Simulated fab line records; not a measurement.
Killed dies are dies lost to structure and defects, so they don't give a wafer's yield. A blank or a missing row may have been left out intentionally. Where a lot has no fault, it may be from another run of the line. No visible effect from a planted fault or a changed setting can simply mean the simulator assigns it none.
fab line records	flow berkeleyCmos170
record lots=15	wafers=45	lastDay=12
route steps=331 shown ZERO@13 ACTIVE@73 FIELD@126 NSD@190
lots with no fault: from the same line, run without faults
startH: hours from the record's first day to the start of the lot's first wafer shown	waitH: how many hours have passed since the lot's step before this one	" unchanged from the row above	L1.1+2: a row that stands for several wafers	- either no value or no given start	* or withheld: withheld	< > ~ a bound
route shown NAME@n: a module of which the file shows steps, and the number in the route of the first	usual: the fault-free wafers' mean and standard deviation	same: alike in all rows	chamber/n: place in a boat	sites: the reading at each site	_std_site: the standard deviation of these	_edge_site: the outer-site mean with the inner-site mean subtracted	radiusMm: for every site, how far away it sits from the centre of the wafer	mask NAME#n: copy n	behind: tool/chamber where the wafer was last shaped	hold: reason for holding the lot/hours on hold/outcome of the hold	device: which transistor (n, p or np) failed to switch	end of line: tests run on the same wafers once the route is complete	where a step has no rows: the recipe by itself	killed: not the wafer's yield, but the dies lost to structure and defects at the first sort	map: the dies of a wafer, with x for killed, . for not killed, _ for no die there
set.NAME: the run value of the setting; set.NAME@STEP: its run value at that earlier step	model.NAME: the simulator's own value behind a step, which no gauge read
the route's steps for a sample of lots (tables are steps, rows are wafers)
services: a tool's chamber out of use, with start hour (startH, from the record's first day; less than 0 if before it), hours out, and reason
## steps
# step UCB170_ZERO_STRIP_07
# recipe chemistry=O2	powerW=400	pressureMtorr=3500	platenTempC=withheld	o2FlowSccm=400	overashFraction=0.5
# usual drypumpMotorCurrentA=5.67/0.25	oesProductAu=0.727/0.0041	stripTimeToEndpointS=21.49/0.079
lot.wafer	tool	chamber	startH	waitH	drypumpMotorCurrentA	oesProductAu	rfHoursCounterH	stripTimeToEndpointS
L454.1	plasmaAsher-02	1	26.95	0.0	5.83	0.732	33	21.45
L454.2	"	0	"	"	5.38	0.729	33	21.48
L454.6	"	1	"	"	5.81	0.723	-	21.45
L455.1	plasmaAsher-01	1	28.29	0.0	5.43	0.724	32	21.41
L455.5	"	1	"	"	5.43	0.721	-	21.46
L455.6	"	0	"	"	5.57	0.728	-	21.46
L458.2	plasmaAsher-01	0	41.74	0.0	5.57	0.728	33	21.55
L458.3	"	0	"	"	5.57	0.736	-	21.56
L458.4	"	1	"	"	5.45	0.732	-	21.54
L457.1	plasmaAsher-02	0	41.98	0.0	5.37	0.729	34	21.45
L457.4	"	0	"	"	5.37	0.728	-	21.35
L457.5	"	0	"	"	5.38	0.725	-	21.38
L460.2	plasmaAsher-04	0	53.78	0.0	5.89	0.725	25	21.51
L460.3	"	0	"	"	5.89	0.724	-	21.61
L460.5	"	1	"	"	6.07	0.724	-	21.56
L462.1	plasmaAsher-01	1	64.01	0.0	5.42	0.731	35	21.51
L462.2	"	0	"	"	5.56	0.724	35	21.51
L462.5	"	1	"	"	5.46	0.728	-	21.48
L464.1	plasmaAsher-01	1	75.63	0.0	5.43	0.724	37	21.52
L464.4	"	0	"	"	5.58	0.735	-	21.54
L464.6	"	1	"	"	5.44	0.730	-	21.57
L465.2	plasmaAsher-01	0	78.92	0.0	5.55	0.728	37	21.41
L465.3	"	1	"	"	5.45	0.719	-	21.44
L465.5	"	0	"	"	5.57	0.721	-	21.48
L466.4	plasmaAsher-04	1	84.11	0.0	6.12	0.726	-	21.37
L466.5	"	0	"	"	5.88	0.726	-	21.42
L466.6	"	1	"	"	6.08	0.722	-	21.38
L467.1	plasmaAsher-02	1	90.40	0.0	5.86	0.731	40	21.58
L467.5	"	1	"	"	5.85	0.726	-	21.58
L467.6	"	0	"	"	5.38	0.727	-	21.57
L469.2	plasmaAsher-01	1	98.42	0.0	5.42	0.730	39	21.47
L469.3	"	1	"	"	5.41	0.726	-	21.41
L469.6	"	0	"	"	5.57	0.727	-	21.43
L470.1	plasmaAsher-04	1	107.23	0.0	6.08	0.731	31	21.49
L470.2	"	0	"	"	5.89	0.732	31	21.46
L470.4	"	1	"	"	6.07	0.737	-	21.46
L471.4	plasmaAsher-01	0	112.88	0.0	5.58	0.725	-	21.51
L471.5	"	0	"	"	5.57	0.719	-	21.38
L471.6	"	1	"	"	5.42	0.729	-	21.43
L473.1	plasmaAsher-04	0	117.02	0.0	5.87	0.727	32	21.48
L473.4	"	1	"	"	6.08	0.733	-	21.39
L473.6	"	1	"	"	6.10	0.730	-	21.42
L476.1	plasmaAsher-02	1	133.38	0.0	5.83	0.729	2	21.38
L476.3	"	0	"	"	5.36	0.722	-	21.34
L476.4	"	1	"	"	5.86	0.728	-	21.40
# step UCB170_ACTIVE_CD_MEAS_13
# recipe targetCdNm=1200
# usual cdNm=1200.0/1.2
lot.wafer	tool	chamber	startH	waitH	cdNm
L455.1	cdSem-01	-	85.89	-	1198.4
L455.5	"	-	"	"	1199.3
L455.6	"	-	"	"	1199.1
L454.1	cdSem-02	-	85.97	-	1199.5
L454.2	"	-	"	"	1198.9
L454.6	"	-	"	"	1199.5
L458.2	cdSem-02	-	94.63	-	1199.9
L458.3	"	-	"	"	1200.8
L458.4	"	-	"	"	1200.4
L457.1	cdSem-01	-	94.89	-	1199.2
L457.4	"	-	"	"	1199.2
L457.5	"	-	"	"	1198.3
L460.2	cdSem-01	-	113.40	-	1199.2
L460.3	"	-	"	"	1200.1
L460.5	"	-	"	"	1200.0
L462.1	cdSem-01	-	125.92	-	1200.1
L462.2	"	-	"	"	1200.8
L462.5	"	-	"	"	1201.8
L464.1	cdSem-02	-	132.19	-	1200.1
L464.4	"	-	"	"	1199.6
L464.6	"	-	"	"	1198.9
L465.2	cdSem-01	-	133.12	-	1200.3
L465.3	"	-	"	"	1201.4
L465.5	"	-	"	"	1202.6
L466.4	cdSem-02	-	143.99	-	1198.8
L466.5	"	-	"	"	1200.3
L466.6	"	-	"	"	1199.5
L467.1	cdSem-01	-	155.03	-	1200.9
L467.5	"	-	"	"	1200.5
L467.6	"	-	"	"	1200.9
L469.2	cdSem-01	-	155.21	-	1198.9
L469.3	"	-	"	"	1199.1
L469.6	"	-	"	"	1199.6
L470.1	cdSem-02	-	166.81	-	1199.6
L470.2	"	-	"	"	1199.9
L470.4	"	-	"	"	1200.5
L473.1	cdSem-02	-	173.05	-	1202.3
L473.4	"	-	"	"	1202.0
L473.6	"	-	"	"	1203.6
L471.4	cdSem-01	-	173.21	-	1199.3
L471.5	"	-	"	"	1199.1
L471.6	"	-	"	"	1200.0
L476.1	cdSem-01	-	190.84	-	1200.6
L476.3	"	-	"	"	1200.0
L476.4	"	-	"	"	1199.3
# step UCB170_FIELD_THK_MEAS_91
# recipe reads=SiO2_of_FIELD_OXIDATION_01
# usual FIELD_OXIDE_LEFT_2_THK=351/8.4
lot.wafer	tool	chamber	startH	waitH	FIELD_OXIDE_LEFT_2_THK[nm]
L454.1	filmMetro-02	-	122.96	0.0	340
L454.2	"	-	"	"	354
L454.6	"	-	"	"	347
L455.1	filmMetro-01	-	123.25	0.0	339
L455.5	"	-	"	"	344
L455.6	"	-	"	"	349
L458.2	filmMetro-02	-	132.33	0.0	344
L458.3	"	-	"	"	331
L458.4	"	-	"	"	340
L457.1	filmMetro-02	-	135.92	0.0	349
L457.4	"	-	"	"	349
L457.5	"	-	"	"	344
L460.2	filmMetro-01	-	140.06	0.0	356
L460.3	"	-	"	"	355
L460.5	"	-	"	"	354
L462.1	filmMetro-01	-	159.83	0.0	363
L462.2	"	-	"	"	358
L462.5	"	-	"	"	357
L464.1	filmMetro-02	-	165.55	0.0	357
L464.4	"	-	"	"	342
L464.6	"	-	"	"	346
L465.2	filmMetro-04	-	166.33	0.0	361
L465.3	"	-	"	"	354
L465.5	"	-	"	"	364
L466.4	filmMetro-02	-	176.55	0.0	345
L466.5	"	-	"	"	344
L466.6	"	-	"	"	339
L467.1	filmMetro-04	-	187.57	0.0	342
L467.5	"	-	"	"	340
L467.6	"	-	"	"	347
L469.2	filmMetro-02	-	187.58	0.0	343
L469.3	"	-	"	"	354
L469.6	"	-	"	"	351
L470.1	filmMetro-04	-	202.23	0.0	348
L470.2	"	-	"	"	349
L470.4	"	-	"	"	351
L471.4	filmMetro-02	-	202.26	0.0	353
L471.5	"	-	"	"	356
L471.6	"	-	"	"	358
L473.1	filmMetro-02	-	202.51	0.0	345
L473.4	"	-	"	"	360
L473.6	"	-	"	"	359
L476.1	filmMetro-01	-	220.45	0.0	345
L476.3	"	-	"	"	354
L476.4	"	-	"	"	351
# step UCB170_NSD_EXPOSE_03
# recipe maskId=NSELECT_MOD	na=0.5	sigmaOuter=0.6	sourceShape=conventional	targetCdNm=1200	doseMj=30
# same sigmaOuter=0.6
lot.wafer	tool	chamber	startH	waitH	mask
L455.1+5+6	krfScanner-02	0	143.74	0.2	NSELECT_MOD#0
L454.1+2+6	krfScanner-02	0	143.86	0.1	NSELECT_MOD#0
L458.2+3+4	krfScanner-02	0	155.87	0.1	NSELECT_MOD#0
L457.1+4+5	krfScanner-02	0	156.00	0.1	NSELECT_MOD#0
L460.2+3+5	krfScanner-01	0	165.30	0.2	NSELECT_MOD#0
L462.1+2+5	krfScanner-02	0	183.03	0.2	NSELECT_MOD#0
L464.1+4+6	krfScanner-01	0	188.46	0.2	NSELECT_MOD#0
L465.2+3+5	krfScanner-01	0	188.60	0.4	NSELECT_MOD#0
L466.4+5+6	krfScanner-02	0	200.34	0.1	NSELECT_MOD#0
L469.2+3+6	krfScanner-02	0	207.56	0.1	NSELECT_MOD#0
L467.1+5+6	krfScanner-01	0	208.12	0.2	NSELECT_MOD#0
L470.1+2+4	krfScanner-02	0	224.44	0.2	NSELECT_MOD#0
L473.1+4+6	krfScanner-02	0	230.05	0.5	NSELECT_MOD#0
L471.4+5+6	krfScanner-02	0	230.23	0.4	NSELECT_MOD#0
L476.1+3+4	krfScanner-02	0	242.41	0.2	NSELECT_MOD#0
# step UCB170_NSD_OVL_MEAS_07
# usual NSD_OVL=0/5.1
lot.wafer	tool	chamber	startH	waitH	NSD_OVL[nm]
L455.1	overlay-02	-	144.32	0.1	-10
L455.5	"	-	"	"	-7
L455.6	"	-	"	"	-5
L454.1	overlay-01	-	144.50	0.1	-6
L454.2	"	-	"	"	-2
L454.6	"	-	"	"	-8
L458.2	overlay-01	-	156.70	0.1	1
L458.3	"	-	"	"	1
L458.4	"	-	"	"	0
L457.1	overlay-01	-	156.85	0.1	1
L457.4	"	-	"	"	1
L457.5	"	-	"	"	-6
L460.2	overlay-01	-	166.22	0.1	0
L460.3	"	-	"	"	2
L460.5	"	-	"	"	-3
L462.1	overlay-01	-	183.87	0.1	0
L462.2	"	-	"	"	1
L462.5	"	-	"	"	1
L464.1	overlay-02	-	188.98	0.1	-160
L464.4	"	-	"	"	-156
L464.6	"	-	"	"	-162
L465.2	overlay-01	-	189.10	0.1	-155
L465.3	"	-	"	"	-153
L465.5	"	-	"	"	-159
L466.4	overlay-01	-	200.89	0.1	-5
L466.5	"	-	"	"	2
L466.6	"	-	"	"	1
L469.2	overlay-02	-	208.18	0.1	-1
L469.3	"	-	"	"	4
L469.6	"	-	"	"	9
L467.1	overlay-01	-	208.84	0.1	-162
L467.5	"	-	"	"	-159
L467.6	"	-	"	"	-158
L470.1	overlay-01	-	224.96	0.1	-1
L470.2	"	-	"	"	-11
L470.4	"	-	"	"	0
L473.1	overlay-02	-	230.62	0.1	4
L473.4	"	-	"	"	2
L473.6	"	-	"	"	4
L471.4	overlay-01	-	230.91	0.1	3
L471.5	"	-	"	"	9
L471.6	"	-	"	"	4
L476.1	overlay-02	-	243.24	0.1	6
L476.3	"	-	"	"	7
L476.4	"	-	"	"	2
## services
tool	chamber	startH	hours	kind
plasmaAsher-04	-	11.47	2.4	repair
krfScanner-02	-	28.89	1.0	repair
krfScanner-01	-	32.12	1.0	pm
krfScanner-01	-	37.63	3.0	pm
plasmaAsher-04	-	54.96	2.8	pm
plasmaAsher-02	-	68.65	0.8	repair
krfScanner-01	-	80.49	33.1	repair
plasmaAsher-01	-	94.68	2.2	repair
plasmaAsher-02	-	108.75	9.0	pm
krfScanner-02	-	113.61	4.0	pm
krfScanner-01	-	117.63	0.8	pm
krfScanner-02	-	122.56	1.0	pm
krfScanner-02	-	125.94	1.3	pm
krfScanner-02	-	131.76	2.8	repair
krfScanner-02	-	134.54	4.4	pm
krfScanner-01	-	141.94	8.2	repair
plasmaAsher-02	-	146.21	1.0	repair
krfScanner-01	-	150.14	1.3	pm
krfScanner-01	-	152.01	4.4	pm
krfScanner-02	-	159.95	0.8	pm
plasmaAsher-01	-	165.95	0.4	repair
plasmaAsher-04	-	166.36	14.6	pm
krfScanner-01	-	191.91	3.6	pm
plasmaAsher-01	-	228.80	5.0	repair
## key
firstSign step=UCB170_NSD_OVL_MEAS_07	reading=NSD_OVL	direction=down	sigmas=31	usual=0	struck=-158
effect none on later readings
metAt UCB170_NSD_EXPOSE_03
struckLots L464,L465,L467
testerLeftOut L464,L465,L467
notActingAt UCB170_ZERO_STRIP_07,UCB170_ACTIVE_CD_MEAS_13,UCB170_FIELD_THK_MEAS_91
fault kind=scannerMatchingOverlay	tool=krfScanner-01	chamber=-	onsetH=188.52	steps=UCB170_NSD_EXPOSE_03	offset=-160
# testerLeftOut: of these lots the tester's yield and bins aren't shown, on N5 and GAA mostly nor the transistor test; their killed dies are dies lost to structure and defects alone, not to doping, threshold or leakage, so they don't give the yield
